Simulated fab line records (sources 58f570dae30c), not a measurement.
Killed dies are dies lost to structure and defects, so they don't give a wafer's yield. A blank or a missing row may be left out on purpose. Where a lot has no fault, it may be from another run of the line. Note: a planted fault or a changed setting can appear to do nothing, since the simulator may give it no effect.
fab line records + flow berkeley_cmos170
record
- lots=14
- wafers=42
- last_day=13
route steps=331 shown PVT@123 SPACER@172 NSD@197 SDANNEAL@205 PSD@206 PLDD@208
lots that met no fault: from a run of the same line without faults
start_h: hours from the record's opening day to when the first of the lot's shown wafers began + wait_h: hours elapsed since this lot's preceding step + " the same as in the row above + L1.1+2: one row covering several wafers at once + - either no value or no given start + * or withheld: withheld + < > ~ a bound
route shown NAME@n: a module of which the file shows steps, and the number in the route of the first + usual: the fault-free wafers' mean and standard deviation + same: alike in all rows + chamber/n: place in a boat + sites: the reading at each site + _std_site: the standard deviation of these + _edge_site: inner sites' mean taken away from outer sites' mean + radius_mm: how far each site lies from the wafer's centre + mask NAME#n: copy n + behind: tool/chamber where the wafer was last shaped + hold: why the lot was held/for how many hours/how that ended + device: whichever transistor did not switch (one of n, p or np) + end of line: tests run on the same wafers once the route is complete + for a step that has no rows: nothing shown but its recipe + killed: the dies lost at the first sort to structure and to defects; this is not the yield of the wafer + map: a wafer's dies, x killed, . not, _ none there
set.NAME: the setting the step ran with; set.NAME@STEP: the setting that earlier step ran with + model.NAME: the simulator's own value behind a step, which no gauge read
one table for each step of the route and one row for each wafer, over a sample of lots
services: when a tool's chamber went out of use (start_h, in hours from the record's first day, below 0 if earlier), for how many hours, and the reason
## steps
# step UCB170_PVT_STRIP_08
# recipe
- chemistry=O2
- power_w=400
- pressure_mtorr=3500
- platen_temp_c=withheld
- o2_flow_sccm=400
- overash_fraction=0.5
# usual
- drypump_motor_current_A=5.6/0.3
- o2_flow_sccm=400.2/1.1
- oes_product_au=0.735/0.0039
- strip_time_to_endpoint_s=21.66/0.067
# same
- overash_fraction=0.5
| lot.wafer | tool            | chamber | start_h | wait_h | drypump_motor_current_A | o2_flow_sccm | oes_product_au | rf_hours_counter_h | strip_time_to_endpoint_s |
|-----------|-----------------|---------|---------|--------|-------------------------|--------------|----------------|--------------------|--------------------------|
| L964.2    | plasma_asher-01 | 0       | 138.04  | 0.1    | 6.1                     | 400.9        | 0.735          | 44                 | 21.66                    |
| L964.4    | "               | 0       | "       | "      | 6.1                     | 399.5        | 0.736          | -                  | 21.70                    |
| L964.6    | "               | 0       | "       | "      | 6.1                     | 400.3        | 0.736          | -                  | 21.64                    |
| L965.1    | plasma_asher-01 | 0       | 138.41  | 0.1    | 6.1                     | 399.0        | 0.733          | 44                 | 21.58                    |
| L965.3    | "               | 1       | "       | "      | 5.6                     | 401.2        | 0.729          | -                  | 21.59                    |
| L965.4    | "               | 0       | "       | "      | 6.1                     | 400.4        | 0.733          | -                  | 21.59                    |
| L967.1    | plasma_asher-01 | 1       | 148.54  | 0.1    | 5.6                     | 398.5        | 0.736          | 45                 | 21.67                    |
| L967.4    | "               | 1       | "       | "      | 5.6                     | 400.0        | 0.738          | -                  | 21.74                    |
| L967.5    | "               | 0       | "       | "      | 6.1                     | 400.4        | 0.732          | -                  | 21.69                    |
| L968.3    | plasma_asher-01 | 1       | 148.85  | 0.1    | 5.6                     | 400.0        | 0.740          | -                  | 21.70                    |
| L968.5    | "               | 0       | "       | "      | 6.1                     | 400.4        | 0.741          | -                  | 21.71                    |
| L968.6    | "               | 1       | "       | "      | 5.5                     | 399.8        | 0.732          | -                  | 21.69                    |
| L969.2    | plasma_asher-03 | 0       | 164.68  | 0.1    | 5.3                     | 401.7        | 0.733          | 3                  | 21.72                    |
| L969.3    | "               | 0       | "       | "      | 5.3                     | 399.8        | 0.736          | -                  | 21.70                    |
| L969.6    | "               | 0       | "       | "      | 5.3                     | 401.9        | 0.734          | -                  | 21.73                    |
| L972.1    | plasma_asher-04 | 1       | 170.09  | 0.1    | 5.5                     | 399.9        | 0.739          | 37                 | 21.68                    |
| L972.2    | "               | 0       | "       | "      | 5.3                     | 401.6        | 0.736          | 37                 | 21.82                    |
| L972.3    | "               | 1       | "       | "      | 5.5                     | 400.1        | 0.731          | -                  | 21.70                    |
| L971.3    | plasma_asher-04 | 0       | 170.75  | 0.1    | 5.2                     | 398.9        | 0.738          | -                  | 21.58                    |
| L971.4    | "               | 1       | "       | "      | 5.5                     | 399.9        | 0.737          | -                  | 21.66                    |
| L971.5    | "               | 0       | "       | "      | 5.2                     | 399.7        | 0.737          | -                  | 21.61                    |
| L970.3    | plasma_asher-03 | 1       | 170.84  | 0.1    | 5.8                     | 400.8        | 0.727          | -                  | 21.63                    |
| L970.4    | "               | 0       | "       | "      | 5.3                     | 400.2        | 0.731          | -                  | 21.66                    |
| L970.5    | "               | 0       | "       | "      | 5.3                     | 398.7        | 0.734          | -                  | 21.68                    |
| L975.2    | plasma_asher-03 | 1       | 182.59  | 0.1    | 5.8                     | 400.4        | 0.733          | 5                  | 21.55                    |
| L975.4    | "               | 1       | "       | "      | 5.8                     | 401.9        | 0.733          | -                  | 21.62                    |
| L975.6    | "               | 0       | "       | "      | 5.3                     | 400.0        | 0.735          | -                  | 21.59                    |
| L973.2    | plasma_asher-03 | 0       | 182.85  | 0.1    | 5.3                     | 398.8        | 0.740          | 5                  | 21.59                    |
| L973.4    | "               | 1       | "       | "      | 5.9                     | 401.1        | 0.732          | -                  | 21.59                    |
| L973.5    | "               | 0       | "       | "      | 5.3                     | 397.6        | 0.734          | -                  | 21.56                    |
| L974.1    | plasma_asher-01 | 0       | 182.86  | 0.1    | 6.1                     | 399.6        | 0.737          | 50                 | 21.74                    |
| L974.4    | "               | 1       | "       | "      | 5.6                     | 399.2        | 0.739          | -                  | 21.68                    |
| L974.5    | "               | 0       | "       | "      | 6.1                     | 399.1        | 0.731          | -                  | 21.69                    |
| L978.2    | plasma_asher-04 | 0       | 201.62  | 0.1    | 5.2                     | 401.8        | 0.737          | 41                 | 21.72                    |
| L978.3    | "               | 0       | "       | "      | 5.3                     | 399.6        | 0.737          | -                  | 21.66                    |
| L978.5    | "               | 0       | "       | "      | 5.3                     | 400.7        | 0.739          | -                  | 21.66                    |
| L985.1    | plasma_asher-04 | 0       | 238.17  | 0.1    | 5.3                     | 397.6        | 0.737          | 45                 | 21.63                    |
| L985.4    | "               | 0       | "       | "      | 5.3                     | 400.2        | 0.736          | -                  | 21.61                    |
| L985.6    | "               | 1       | "       | "      | 5.4                     | 399.9        | 0.733          | -                  | 21.64                    |
| L987.3    | plasma_asher-03 | 1       | 243.19  | 0.1    | 5.9                     | 400.0        | 0.731          | -                  | 21.70                    |
| L987.5    | "               | 0       | "       | "      | 5.3                     | 400.3        | 0.733          | -                  | 21.66                    |
| L987.6    | "               | 1       | "       | "      | 5.9                     | 400.5        | 0.734          | -                  | 21.70                    |
# step UCB170_SPACER_THK_MEAS_01
# recipe
- reads=SiO2_of_SPACER_CVD_00
# usual
- SPACER_TEOS_THK=378/5.1
| lot.wafer | tool          | chamber | start_h | wait_h | SPACER_TEOS_THK[nm] |
|-----------|---------------|---------|---------|--------|---------------------|
| L964.2    | film_metro-02 | -       | 155.41  | 0.0    | 377                 |
| L964.4    | "             | -       | "       | "      | 382                 |
| L964.6    | "             | -       | "       | "      | 379                 |
| L965.1    | film_metro-01 | -       | 155.83  | 0.0    | 373                 |
| L965.3    | "             | -       | "       | "      | 372                 |
| L965.4    | "             | -       | "       | "      | 375                 |
| L967.1    | film_metro-02 | -       | 168.46  | 0.0    | 371                 |
| L967.4    | "             | -       | "       | "      | 379                 |
| L967.5    | "             | -       | "       | "      | 379                 |
| L968.3    | film_metro-04 | -       | 169.78  | 0.1    | 375                 |
| L968.5    | "             | -       | "       | "      | 381                 |
| L968.6    | "             | -       | "       | "      | 380                 |
| L969.2    | film_metro-02 | -       | 183.46  | 0.0    | 377                 |
| L969.3    | "             | -       | "       | "      | 372                 |
| L969.6    | "             | -       | "       | "      | 376                 |
| L972.1    | film_metro-01 | -       | 189.51  | 0.0    | 373                 |
| L972.2    | "             | -       | "       | "      | 371                 |
| L972.3    | "             | -       | "       | "      | 372                 |
| L970.3    | film_metro-04 | -       | 191.58  | 0.0    | 373                 |
| L970.4    | "             | -       | "       | "      | 380                 |
| L970.5    | "             | -       | "       | "      | 380                 |
| L971.3    | film_metro-02 | -       | 191.60  | 0.0    | 380                 |
| L971.4    | "             | -       | "       | "      | 377                 |
| L971.5    | "             | -       | "       | "      | 379                 |
| L975.2    | film_metro-02 | -       | 202.68  | 0.0    | 365                 |
| L975.4    | "             | -       | "       | "      | 378                 |
| L975.6    | "             | -       | "       | "      | 377                 |
| L973.2    | film_metro-04 | -       | 203.30  | 0.0    | 383                 |
| L973.4    | "             | -       | "       | "      | 383                 |
| L973.5    | "             | -       | "       | "      | 390                 |
| L974.1    | film_metro-04 | -       | 203.48  | 0.0    | 376                 |
| L974.4    | "             | -       | "       | "      | 383                 |
| L974.5    | "             | -       | "       | "      | 384                 |
| L978.2    | film_metro-02 | -       | 223.81  | 0.0    | 373                 |
| L978.3    | "             | -       | "       | "      | 380                 |
| L978.5    | "             | -       | "       | "      | 374                 |
| L985.1    | film_metro-01 | -       | 256.18  | 0.0    | 373                 |
| L985.4    | "             | -       | "       | "      | 380                 |
| L985.6    | "             | -       | "       | "      | 380                 |
| L987.3    | film_metro-04 | -       | 263.79  | 0.0    | 380                 |
| L987.5    | "             | -       | "       | "      | 386                 |
| L987.6    | "             | -       | "       | "      | 382                 |
# step UCB170_NSD_TW_MEAS_10
# usual
- NSD_TW=4169/38
| lot.wafer | tool          | chamber | start_h | wait_h | NSD_TW |
|-----------|---------------|---------|---------|--------|--------|
| L965.1    | film_metro-02 | -       | 169.58  | 0.1    | 4230   |
| L965.3    | "             | -       | "       | "      | 4220   |
| L965.4    | "             | -       | "       | "      | 4206   |
| L964.2    | film_metro-02 | -       | 169.71  | 0.1    | 4230   |
| L964.4    | "             | -       | "       | "      | 4200   |
| L964.6    | "             | -       | "       | "      | 4188   |
| L968.3    | film_metro-02 | -       | 178.25  | 0.1    | 4207   |
| L968.5    | "             | -       | "       | "      | 4188   |
| L968.6    | "             | -       | "       | "      | 4192   |
| L967.1    | film_metro-02 | -       | 178.51  | 0.1    | 4214   |
| L967.4    | "             | -       | "       | "      | 4226   |
| L967.5    | "             | -       | "       | "      | 4190   |
| L969.2    | film_metro-04 | -       | 195.28  | 0.1    | 4124   |
| L969.3    | "             | -       | "       | "      | 4134   |
| L969.6    | "             | -       | "       | "      | 4171   |
| L971.3    | film_metro-04 | -       | 200.54  | 0.1    | 4137   |
| L971.4    | "             | -       | "       | "      | 4161   |
| L971.5    | "             | -       | "       | "      | 4164   |
| L970.3    | film_metro-04 | -       | 201.07  | 0.1    | 4167   |
| L970.4    | "             | -       | "       | "      | 4160   |
| L970.5    | "             | -       | "       | "      | 4133   |
| L972.1    | film_metro-04 | -       | 201.11  | 0.1    | 4146   |
| L972.2    | "             | -       | "       | "      | 4131   |
| L972.3    | "             | -       | "       | "      | 4162   |
| L975.2    | film_metro-04 | -       | 211.54  | 0.1    | 4141   |
| L975.4    | "             | -       | "       | "      | 4125   |
| L975.6    | "             | -       | "       | "      | 4150   |
| L973.2    | film_metro-02 | -       | 211.95  | 0.1    | 4259   |
| L973.4    | "             | -       | "       | "      | 4239   |
| L973.5    | "             | -       | "       | "      | 4258   |
| L974.1    | film_metro-04 | -       | 212.17  | 0.1    | 4164   |
| L974.4    | "             | -       | "       | "      | 4144   |
| L974.5    | "             | -       | "       | "      | 4159   |
| L978.2    | film_metro-02 | -       | 230.57  | 0.1    | 4214   |
| L978.3    | "             | -       | "       | "      | 4215   |
| L978.5    | "             | -       | "       | "      | 4217   |
| L985.1    | film_metro-03 | -       | 264.69  | 0.1    | 4199   |
| L985.4    | "             | -       | "       | "      | 4177   |
| L985.6    | "             | -       | "       | "      | 4177   |
| L987.3    | film_metro-03 | -       | 278.13  | 0.1    | 4195   |
| L987.5    | "             | -       | "       | "      | 4170   |
| L987.6    | "             | -       | "       | "      | 4171   |
# step UCB170_SDANNEAL_RTA_01
# recipe
- temp_c=1050
- time_s=5
- ambient=N2
# usual
- lamp_power_pct=44/3.6
- wafer_temp_C_max=1054.5/1.3
| lot.wafer | tool          | chamber | start_h | wait_h | lamp_power_pct | wafer_temp_C_max |
|-----------|---------------|---------|---------|--------|----------------|------------------|
| L965.1    | rtp_anneal-02 | 0       | 170.77  | 0.1    | 46             | 1054.3           |
| L965.3    | "             | 0       | "       | "      | 46             | 1053.6           |
| L965.4    | "             | 0       | "       | "      | 46             | 1057.4           |
| L964.2    | rtp_anneal-02 | 0       | 171.33  | 0.1    | 46             | 1055.7           |
| L964.4    | "             | 0       | "       | "      | 46             | 1055.5           |
| L964.6    | "             | 0       | "       | "      | 46             | 1054.6           |
| L968.3    | rtp_anneal-01 | 0       | 179.45  | 0.1    | 39             | 1053.8           |
| L968.5    | "             | 0       | "       | "      | 39             | 1052.7           |
| L968.6    | "             | 0       | "       | "      | 38             | 1053.6           |
| L967.1    | rtp_anneal-02 | 0       | 179.60  | 0.1    | 46             | 1057.3           |
| L967.4    | "             | 0       | "       | "      | 46             | 1054.8           |
| L967.5    | "             | 0       | "       | "      | 46             | 1055.0           |
| L969.2    | rtp_anneal-02 | 0       | 197.74  | 0.1    | 46             | 1056.2           |
| L969.3    | "             | 0       | "       | "      | 46             | 1055.3           |
| L969.6    | "             | 0       | "       | "      | 46             | 1055.6           |
| L971.3    | rtp_anneal-02 | 0       | 202.00  | 0.1    | 46             | 1055.1           |
| L971.4    | "             | 0       | "       | "      | 46             | 1056.9           |
| L971.5    | "             | 0       | "       | "      | 46             | 1055.9           |
| L970.3    | rtp_anneal-02 | 0       | 202.45  | 0.1    | 46             | 1055.4           |
| L970.4    | "             | 0       | "       | "      | 46             | 1056.4           |
| L970.5    | "             | 0       | "       | "      | 46             | 1056.3           |
| L972.1    | rtp_anneal-02 | 0       | 202.87  | 0.1    | 46             | 1053.8           |
| L972.2    | "             | 0       | "       | "      | 46             | 1055.5           |
| L972.3    | "             | 0       | "       | "      | 46             | 1054.9           |
| L975.2    | rtp_anneal-02 | 0       | 212.66  | 0.1    | 49             | 1079.4           |
| L975.4    | "             | 0       | "       | "      | 49             | 1080.7           |
| L975.6    | "             | 0       | "       | "      | 49             | 1080.6           |
| L974.1    | rtp_anneal-01 | 0       | 215.80  | 0.1    | 38             | 1053.6           |
| L974.4    | "             | 0       | "       | "      | 39             | 1053.0           |
| L974.5    | "             | 0       | "       | "      | 39             | 1052.8           |
| L973.2    | rtp_anneal-02 | 0       | 215.81  | 0.1    | 49             | 1079.4           |
| L973.4    | "             | 0       | "       | "      | 49             | 1079.4           |
| L973.5    | "             | 0       | "       | "      | 49             | 1079.9           |
| L978.2    | rtp_anneal-01 | 0       | 231.61  | 0.1    | 38             | 1052.1           |
| L978.3    | "             | 0       | "       | "      | 39             | 1052.6           |
| L978.5    | "             | 0       | "       | "      | 39             | 1052.4           |
| L985.1    | rtp_anneal-01 | 0       | 265.75  | 0.1    | 39             | 1052.8           |
| L985.4    | "             | 0       | "       | "      | 39             | 1053.0           |
| L985.6    | "             | 0       | "       | "      | 38             | 1052.5           |
| L987.3    | rtp_anneal-02 | 0       | 279.16  | 0.1    | 46             | 1053.4           |
| L987.5    | "             | 0       | "       | "      | 46             | 1056.5           |
| L987.6    | "             | 0       | "       | "      | 46             | 1055.5           |
# step UCB170_SDANNEAL_RS_MEAS_02
# recipe
- thk_meas_gauge=four-point-probe
# usual
- PSD_RS=75.61/0.3
| lot.wafer | tool          | chamber | start_h | wait_h | PSD_RS[ohm/sq] |
|-----------|---------------|---------|---------|--------|----------------|
| L965.1    | film_metro-02 | -       | 170.83  | 0.0    | 75.05          |
| L965.3    | "             | -       | "       | "      | 75.08          |
| L965.4    | "             | -       | "       | "      | 74.85          |
| L964.2    | film_metro-02 | -       | 171.40  | 0.1    | 75.63          |
| L964.4    | "             | -       | "       | "      | 75.39          |
| L964.6    | "             | -       | "       | "      | 75.69          |
| L968.3    | film_metro-04 | -       | 179.53  | 0.1    | 75.66          |
| L968.5    | "             | -       | "       | "      | 75.69          |
| L968.6    | "             | -       | "       | "      | 75.78          |
| L967.1    | film_metro-02 | -       | 179.83  | 0.2    | 75.73          |
| L967.4    | "             | -       | "       | "      | 75.30          |
| L967.5    | "             | -       | "       | "      | 75.53          |
| L969.2    | film_metro-04 | -       | 197.81  | 0.1    | 75.54          |
| L969.3    | "             | -       | "       | "      | 76.15          |
| L969.6    | "             | -       | "       | "      | 75.79          |
| L971.3    | film_metro-02 | -       | 202.08  | 0.1    | 75.63          |
| L971.4    | "             | -       | "       | "      | 75.69          |
| L971.5    | "             | -       | "       | "      | 75.63          |
| L970.3    | film_metro-04 | -       | 202.56  | 0.1    | 75.53          |
| L970.4    | "             | -       | "       | "      | 75.34          |
| L970.5    | "             | -       | "       | "      | 75.63          |
| L972.1    | film_metro-02 | -       | 203.09  | 0.2    | 75.65          |
| L972.2    | "             | -       | "       | "      | 75.49          |
| L972.3    | "             | -       | "       | "      | 75.68          |
| L975.2    | film_metro-04 | -       | 212.72  | 0.1    | 65.56          |
| L975.4    | "             | -       | "       | "      | 65.57          |
| L975.6    | "             | -       | "       | "      | 65.46          |
| L974.1    | film_metro-04 | -       | 215.86  | 0.0    | 74.97          |
| L974.4    | "             | -       | "       | "      | 75.11          |
| L974.5    | "             | -       | "       | "      | 75.39          |
| L973.2    | film_metro-02 | -       | 215.88  | 0.1    | 65.55          |
| L973.4    | "             | -       | "       | "      | 65.63          |
| L973.5    | "             | -       | "       | "      | 65.32          |
| L978.2    | film_metro-03 | -       | 231.68  | 0.1    | 76.17          |
| L978.3    | "             | -       | "       | "      | 76.03          |
| L978.5    | "             | -       | "       | "      | 76.37          |
| L985.1    | film_metro-04 | -       | 265.81  | 0.0    | 75.74          |
| L985.4    | "             | -       | "       | "      | 75.75          |
| L985.6    | "             | -       | "       | "      | 75.55          |
| L987.3    | film_metro-04 | -       | 279.24  | 0.1    | 75.21          |
| L987.5    | "             | -       | "       | "      | 75.68          |
| L987.6    | "             | -       | "       | "      | 75.42          |
# step UCB170_SDANNEAL_RS_MEAS_03
# recipe
- thk_meas_gauge=four-point-probe
# usual
- NSD_RS=37.26/0.083
| lot.wafer | tool          | chamber | start_h | wait_h | NSD_RS[ohm/sq] |
|-----------|---------------|---------|---------|--------|----------------|
| L965.1    | film_metro-02 | -       | 170.95  | 0.1    | 37.23          |
| L965.3    | "             | -       | "       | "      | 37.14          |
| L965.4    | "             | -       | "       | "      | 37.09          |
| L964.2    | film_metro-02 | -       | 171.52  | 0.1    | 37.42          |
| L964.4    | "             | -       | "       | "      | 37.29          |
| L964.6    | "             | -       | "       | "      | 37.34          |
| L968.3    | film_metro-04 | -       | 179.65  | 0.1    | 37.33          |
| L968.5    | "             | -       | "       | "      | 37.34          |
| L968.6    | "             | -       | "       | "      | 37.24          |
| L967.1    | film_metro-02 | -       | 179.95  | 0.1    | 37.27          |
| L967.4    | "             | -       | "       | "      | 37.19          |
| L967.5    | "             | -       | "       | "      | 37.15          |
| L969.2    | film_metro-04 | -       | 197.93  | 0.1    | 37.18          |
| L969.3    | "             | -       | "       | "      | 37.12          |
| L969.6    | "             | -       | "       | "      | 37.07          |
| L971.3    | film_metro-02 | -       | 202.20  | 0.1    | 37.31          |
| L971.4    | "             | -       | "       | "      | 37.26          |
| L971.5    | "             | -       | "       | "      | 37.27          |
| L970.3    | film_metro-04 | -       | 202.68  | 0.1    | 37.28          |
| L970.4    | "             | -       | "       | "      | 37.26          |
| L970.5    | "             | -       | "       | "      | 37.13          |
| L972.1    | film_metro-02 | -       | 203.21  | 0.1    | 37.27          |
| L972.2    | "             | -       | "       | "      | 37.37          |
| L972.3    | "             | -       | "       | "      | 37.33          |
| L975.2    | film_metro-04 | -       | 212.84  | 0.1    | 35.71          |
| L975.4    | "             | -       | "       | "      | 35.77          |
| L975.6    | "             | -       | "       | "      | 35.67          |
| L974.1    | film_metro-04 | -       | 215.98  | 0.1    | 37.12          |
| L974.4    | "             | -       | "       | "      | 37.29          |
| L974.5    | "             | -       | "       | "      | 37.22          |
| L973.2    | film_metro-02 | -       | 216.00  | 0.1    | 35.64          |
| L973.4    | "             | -       | "       | "      | 35.66          |
| L973.5    | "             | -       | "       | "      | 35.63          |
| L978.2    | film_metro-03 | -       | 231.80  | 0.1    | 37.28          |
| L978.3    | "             | -       | "       | "      | 37.23          |
| L978.5    | "             | -       | "       | "      | 37.25          |
| L985.1    | film_metro-04 | -       | 265.93  | 0.1    | 37.39          |
| L985.4    | "             | -       | "       | "      | 37.30          |
| L985.6    | "             | -       | "       | "      | 37.28          |
| L987.3    | film_metro-04 | -       | 279.36  | 0.1    | 37.25          |
| L987.5    | "             | -       | "       | "      | 37.20          |
| L987.6    | "             | -       | "       | "      | 37.28          |
# step UCB170_SDANNEAL_RS_MEAS_04
# recipe
- thk_meas_gauge=four-point-probe
# usual
- PLDD_RS=1030.9/2.7
| lot.wafer | tool          | chamber | start_h | wait_h | PLDD_RS[ohm/sq] |
|-----------|---------------|---------|---------|--------|-----------------|
| L965.1    | film_metro-02 | -       | 171.07  | 0.1    | 1030.3          |
| L965.3    | "             | -       | "       | "      | 1034.2          |
| L965.4    | "             | -       | "       | "      | 1036.2          |
| L964.2    | film_metro-02 | -       | 171.64  | 0.1    | 1027.5          |
| L964.4    | "             | -       | "       | "      | 1029.5          |
| L964.6    | "             | -       | "       | "      | 1031.6          |
| L968.3    | film_metro-04 | -       | 179.77  | 0.1    | 1031.6          |
| L968.5    | "             | -       | "       | "      | 1031.4          |
| L968.6    | "             | -       | "       | "      | 1025.5          |
| L967.1    | film_metro-02 | -       | 180.07  | 0.1    | 1026.3          |
| L967.4    | "             | -       | "       | "      | 1027.3          |
| L967.5    | "             | -       | "       | "      | 1026.5          |
| L969.2    | film_metro-04 | -       | 198.05  | 0.1    | 1031.5          |
| L969.3    | "             | -       | "       | "      | 1029.7          |
| L969.6    | "             | -       | "       | "      | 1031.6          |
| L971.3    | film_metro-02 | -       | 202.32  | 0.1    | 1036.7          |
| L971.4    | "             | -       | "       | "      | 1033.2          |
| L971.5    | "             | -       | "       | "      | 1036.3          |
| L970.3    | film_metro-04 | -       | 202.80  | 0.1    | 1026.6          |
| L970.4    | "             | -       | "       | "      | 1027.9          |
| L970.5    | "             | -       | "       | "      | 1027.8          |
| L972.1    | film_metro-02 | -       | 203.33  | 0.1    | 1027.7          |
| L972.2    | "             | -       | "       | "      | 1029.4          |
| L972.3    | "             | -       | "       | "      | 1032.8          |
| L975.2    | film_metro-04 | -       | 212.96  | 0.1    | 1008.4          |
| L975.4    | "             | -       | "       | "      | 1009.0          |
| L975.6    | "             | -       | "       | "      | 1007.9          |
| L974.1    | film_metro-04 | -       | 216.10  | 0.1    | 1030.7          |
| L974.4    | "             | -       | "       | "      | 1029.4          |
| L974.5    | "             | -       | "       | "      | 1026.8          |
| L973.2    | film_metro-02 | -       | 216.12  | 0.1    | 1013.9          |
| L973.4    | "             | -       | "       | "      | 1014.5          |
| L973.5    | "             | -       | "       | "      | 1011.4          |
| L978.2    | film_metro-03 | -       | 231.92  | 0.1    | 1032.7          |
| L978.3    | "             | -       | "       | "      | 1031.6          |
| L978.5    | "             | -       | "       | "      | 1031.7          |
| L985.1    | film_metro-04 | -       | 266.05  | 0.1    | 1029.1          |
| L985.4    | "             | -       | "       | "      | 1030.6          |
| L985.6    | "             | -       | "       | "      | 1027.9          |
| L987.3    | film_metro-04 | -       | 279.48  | 0.1    | 1031.2          |
| L987.5    | "             | -       | "       | "      | 1026.9          |
| L987.6    | "             | -       | "       | "      | 1029.9          |
## services
| tool            | chamber | start_h | hours | kind   |
|-----------------|---------|---------|-------|--------|
| plasma_asher-04 | -       | 114.70  | 2.0   | repair |
| plasma_asher-03 | 0       | 117.75  | -     | clean  |
| plasma_asher-03 | 1       | 117.75  | -     | clean  |
| plasma_asher-03 | -       | 144.94  | 14.2  | repair |
| plasma_asher-03 | -       | 199.55  | 2.8   | pm     |
| plasma_asher-01 | -       | 207.68  | 1.2   | repair |
| plasma_asher-04 | -       | 209.06  | 5.4   | repair |
## key
first_sign
- step=UCB170_SDANNEAL_RTA_01
- reading=wafer_temp_C_max
- direction=up
- sigmas=19
- usual=*
- struck=*
effect
- step=UCB170_SDANNEAL_RTA_01
- reading=lamp_power_pct
- direction=up
- sigmas=1.6
- usual=44
- struck=49
effect
- step=UCB170_SDANNEAL_RS_MEAS_02
- reading=PSD_RS
- direction=down
- sigmas=34
- usual=75.61
- struck=65.51
effect
- step=UCB170_SDANNEAL_RS_MEAS_03
- reading=NSD_RS
- direction=down
- sigmas=19
- usual=37.26
- struck=35.68
effect
- step=UCB170_SDANNEAL_RS_MEAS_04
- reading=PLDD_RS
- direction=down
- sigmas=7.6
- usual=1030.9
- struck=1010.9
met_at UCB170_SDANNEAL_RTA_01
struck_lots L973,L975
tester_left_out L973,L975
not_acting_at UCB170_PVT_STRIP_08,UCB170_SPACER_THK_MEAS_01,UCB170_NSD_TW_MEAS_10
onset_between 202.87 212.66
fault
- kind=process_parameter_drift
- tool=rtp_anneal-02
- chamber=-
- onset_h=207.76
- steps=UCB170_SDANNEAL_RTA_01
- channel=temp_c
- offset=*
- shape=step
- end_h=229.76
- acts_in=*
- stated=*
# tester_left_out: of these lots the tester's yield and bins aren't shown, on N5 and GAA mostly nor the transistor test; their killed dies are dies lost to structure and defects alone, not to doping, threshold or leakage, so they don't give the yield
